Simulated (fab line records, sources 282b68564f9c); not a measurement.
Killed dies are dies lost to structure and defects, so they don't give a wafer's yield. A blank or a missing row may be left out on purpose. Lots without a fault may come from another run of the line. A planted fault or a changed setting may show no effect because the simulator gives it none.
Which tool did it? | flow rit_cmos | 13 lots, 39 wafers sampled, at 2 steps of a route of 202

WHAT THE GAUGES READ, wafer by wafer
The record holds no reading of a measuring or inspecting step that can be judged against a usual standard deviation.

WHICH TOOL RAN EACH LOT (tool, then ch and the chambers of the sampled wafers, then the start)
lot  | RIT_PLDD_STRIP_09                   | RIT_M1_PROBE_99
L176 | plasma_asher-04 ch 0,1, day 3 01:53 | -
L179 | plasma_asher-04 ch 0,1, day 3 12:12 | -
L180 | plasma_asher-04 ch 0,1, day 4 00:01 | -
L181 | plasma_asher-02 ch 0,1, day 4 02:35 | -
L182 | plasma_asher-02 ch 0,1, day 4 06:53 | -
L184 | plasma_asher-02 ch 1, day 4 16:48   | prober-02, day 5 06:19
L185 | plasma_asher-02 ch 0,1, day 5 00:10 | -
L186 | plasma_asher-01 ch 0,1, day 5 03:13 | -
L187 | plasma_asher-04 ch 0,1, day 5 09:11 | -
L193 | plasma_asher-04 ch 0,1, day 6 10:27 | prober-01, day 7 00:44
L197 | plasma_asher-01 ch 0,1, day 7 07:44 | -
L198 | plasma_asher-01 ch 0,1, day 7 14:26 | -
L199 | plasma_asher-02 ch 0,1, day 7 19:39 | -
- RIT_PLDD_STRIP_09: strips in O2, time 180 s.
- RIT_M1_PROBE_99

WHAT THE TOOLS THEMSELVES READ (means of the sampled wafers that have a number; where no wafer has one, the mark that the record gives instead)
RIT_PLDD_STRIP_09. Usual: drypump_motor_current_A 5.7 A, standard deviation 0.38; run_length_s 208.2 s, standard deviation 0.54.
lot  | tool            | drypump_motor_current_A (A) | run_length_s (s) | flag
L176 | plasma_asher-04 | 5.7                         | 208.3            |
L179 | plasma_asher-04 | 5.9                         | 208.4            |
L180 | plasma_asher-04 | 5.9                         | 208.6            |
L181 | plasma_asher-02 | 5.8                         | 208.0            |
L182 | plasma_asher-02 | 5.4                         | 208.1            |
L184 | plasma_asher-02 | 6.1                         | 208.0            |
L185 | plasma_asher-02 | 5.7                         | 208.0            |
L186 | plasma_asher-01 | 5.4                         | 208.0            |
L187 | plasma_asher-04 | 5.7                         | 207.9            |
L193 | plasma_asher-04 | 5.8                         | 72.2             | OFF
L197 | plasma_asher-01 | 5.4                         | 207.9            |
L198 | plasma_asher-01 | 5.4                         | 207.8            |
L199 | plasma_asher-02 | 5.7                         | 208.2            |

RIT_M1_PROBE_99. Usual: killed_at_M0_to_M3 0.0, standard deviation 0.12; killed_at_contacts 0.1, standard deviation 0.27; killed_at_front_end 7, standard deviation 3.1; killed_dies 7, standard deviation 3.1; killed_on_rim 1.8, standard deviation 1.5; killed_open 3.3, standard deviation 2.1; killed_short 3.5, standard deviation 2.
lot  | tool      | killed_at_M0_to_M3 | killed_at_contacts | killed_at_front_end | killed_dies | killed_on_rim | killed_open | killed_short | flag
L184 | prober-02 | 0.0                | 0.0                | 9                   | 9           | 3.3           | 4.0         | 4.7          |
L193 | prober-01 | 0.0                | 0.0                | 264                 | 264         | 70.0          | 3.3         | 4.0          | OFF

THE ANSWER, worked out from the rows above alone
Rule: a lot is off if the mean of its wafers that have a number lies more than 3 standard deviations from the usual mean. A lot without any number at a reading at which 4 lots or more have one is off too. The other lots that the step has rows for count as sound. The gauges are gone through in route order, then the tools' own readings, and for those a lot's mean is taken as printed above. The first step at which some lot is off is used, and at that step the reading that is off furthest; a lot without a number counts as furthest.
Off: L193, at RIT_PLDD_STRIP_09 (run_length_s).
A tool fits if, at that step or a process step before it, it ran every lot that is off, and no sound lot after the first of them. One fits: plasma_asher-04 at RIT_PLDD_STRIP_09. Its last sound lot is L187 (day 5 09:11), its first lot that is off L193 (day 6 10:27): a fault that began between those two fits.
The tool's own readings at RIT_PLDD_STRIP_09 bear it out: on the lots that are off they differ by more than 5 times the standard deviation of the sound lots' means. run_length_s reads 72.2 s there against 208.1 s on the sound lots.

WHAT THE SIMULATOR HAD PUT IN
Strip aborted: plasma_asher-04, from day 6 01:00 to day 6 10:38, at RIT_PLDD_STRIP_09. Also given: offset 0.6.
Lots struck among those shown: L193. The rule above found the same.
